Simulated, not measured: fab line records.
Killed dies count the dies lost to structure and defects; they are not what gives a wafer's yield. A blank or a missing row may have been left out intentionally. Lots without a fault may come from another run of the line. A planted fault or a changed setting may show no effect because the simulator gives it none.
Struck lot and sound lot, side by side | flow rit-cmos | 15 out of 202 route steps
Sound: wafers L922.1, L922.3, L922.5. Struck: wafer L920.5 (left out: L920.4, L920.6 of the same lot, which were not struck); the cause appears at the end.
For every step that has rows: the tool of each side, followed by ch and its chambers, followed by its first start. Under that, the readings that differ: sound wafers | struck wafers | difference of the means | sigmas: that difference in standard deviations of wafers without a fault.
alike: same words and numbers on both sides, and readings whose means sit less than 2 such deviations apart. not compared: any withheld reading, any reading some wafer has no value for, any bound like >300 that may hide the same value, and any number with overlapping values for which the record gives no deviation.
Wherever a step has rows on one side only, a row that says differs or no value, or a row with sigmas, the two part there. Non-overlapping numbers with no deviation appear without sigmas and do not part them. A reading that every wafer of one side lacks parts them only if that side has two wafers or more.

first, 1 step without rows for these wafers: RIT_GATE_CVD_08 (deposits poly-Si from SiH4, target thk 250 nm, time 2220 s).
RIT_GATE_THK_MEAS_09:
  sound on film-metro-03, day 5 03:19; struck on film-metro-02, day 4 13:34
  alike: GATE_POLY_THK
then, 6 steps without rows for these wafers: RIT_GATE_HMDS_10 (prime time 60 s); RIT_GATE_COAT_11 (resist thk 850 nm); RIT_GATE_SOFTBAKE_12 (time 60 s); RIT_GATE_EXPOSE_13 (exposes mask M6, target cd 150 nm); RIT_GATE_PEB_14; RIT_GATE_DEVELOP_15 (develop time 50 s).
RIT_GATE_CD_MEAS_16: the cd target is 150 nm.
  sound on cd-sem-01, day 5 04:21; struck on cd-sem-02, day 4 14:30
  reading    | sound             | struck | difference | sigmas
  cd-nm (nm) | 149.6 150.3 149.2 | 156.0  | +6.3       | +3
RIT_GATE_OVL_MEAS_17:
  sound on overlay-02, day 5 04:28; struck on overlay-01, day 4 14:35
  alike: GATE_OVL
then, 1 step without rows for these wafers: RIT_GATE_HARDBAKE_18 (time 60 s).
RIT_GATE_ETCH_19: etches poly-Si in SF6/CHF3/O2, stops on SiO2, time 165 s, target depth 312.5 nm.
  sound on rie-si-01 ch 0,2,3, day 5 04:39; struck on rie-si-01 ch 2, day 4 14:44
  alike: drypump-motor-current-A, oes-product-au, throttle-valve-pct
  not compared: rf-hours-counter-h
RIT_GATE_STRIP_20: strips in O2, time 180 s.
  sound on plasma-asher-02 ch 0,1, day 5 04:46; struck on plasma-asher-04 ch 0, day 4 14:55
  reading             | sound          | struck | difference | sigmas
  o2-flow-sccm (sccm) | 4004 4001 3991 | 3184   | -815       | -63
  alike: drypump-motor-current-A
  not compared: rf-hours-counter-h
RIT_GATE_CD_MEAS_90: the cd target is 150 nm.
  sound on cd-sem-02, day 5 04:56; struck on cd-sem-01, day 4 15:05
  reading    | sound             | struck | difference | sigmas
  cd-nm (nm) | 150.1 150.7 149.6 | 155.9  | +5.8       | +3
RIT_M1_PROBE_99:
  sound on prober-01, day 6 02:09; struck on prober-01, day 5 12:41
  reading                                   | sound               | struck | difference | sigmas
  killed-open                               | 0 1 2               | 5      | +4         | +2
  model.etest.nmos_0p15.drive-ua-um         | 450.2 451.8 452.5   | 427.7  | -23.8      |
  model.etest.npoly-line.line-ohm-um        | 168.5 167 170.5     | 156.9  | -11.8      |
  model.etest.ppoly-line.line-ohm-um        | 161.1 161.4 163.9   | 150.4  | -11.7      |
  model.etest.npoly-line.width-nm (nm)      | 100.9 101.8 100.6   | 107.6  | +6.5       |
  model.etest.ppoly-line.width-nm (nm)      | 102.8 102.7 101.2   | 108.3  | +6.1       |
  model.etest.ring.delay-ps                 | 27.69 27.65 27.37   | 29.65  | +2.08      |
  model.etest.nmos_0p15.off-log10-a-um      | -10.46 -10.3 -10.39 | -10.85 | -0.47      |
  model.etest.ring.quiet-log10-a (angstrom) | -7.91 -7.991 -8.012 | -8.432 | -0.461     |
  alike: killed-at-front-end, killed-dies, killed-short

## WHERE THEY PART
Earliest at RIT_GATE_CD_MEAS_16; latest, in this record, at RIT_M1_PROBE_99.

WHY: the cause the simulator had injected
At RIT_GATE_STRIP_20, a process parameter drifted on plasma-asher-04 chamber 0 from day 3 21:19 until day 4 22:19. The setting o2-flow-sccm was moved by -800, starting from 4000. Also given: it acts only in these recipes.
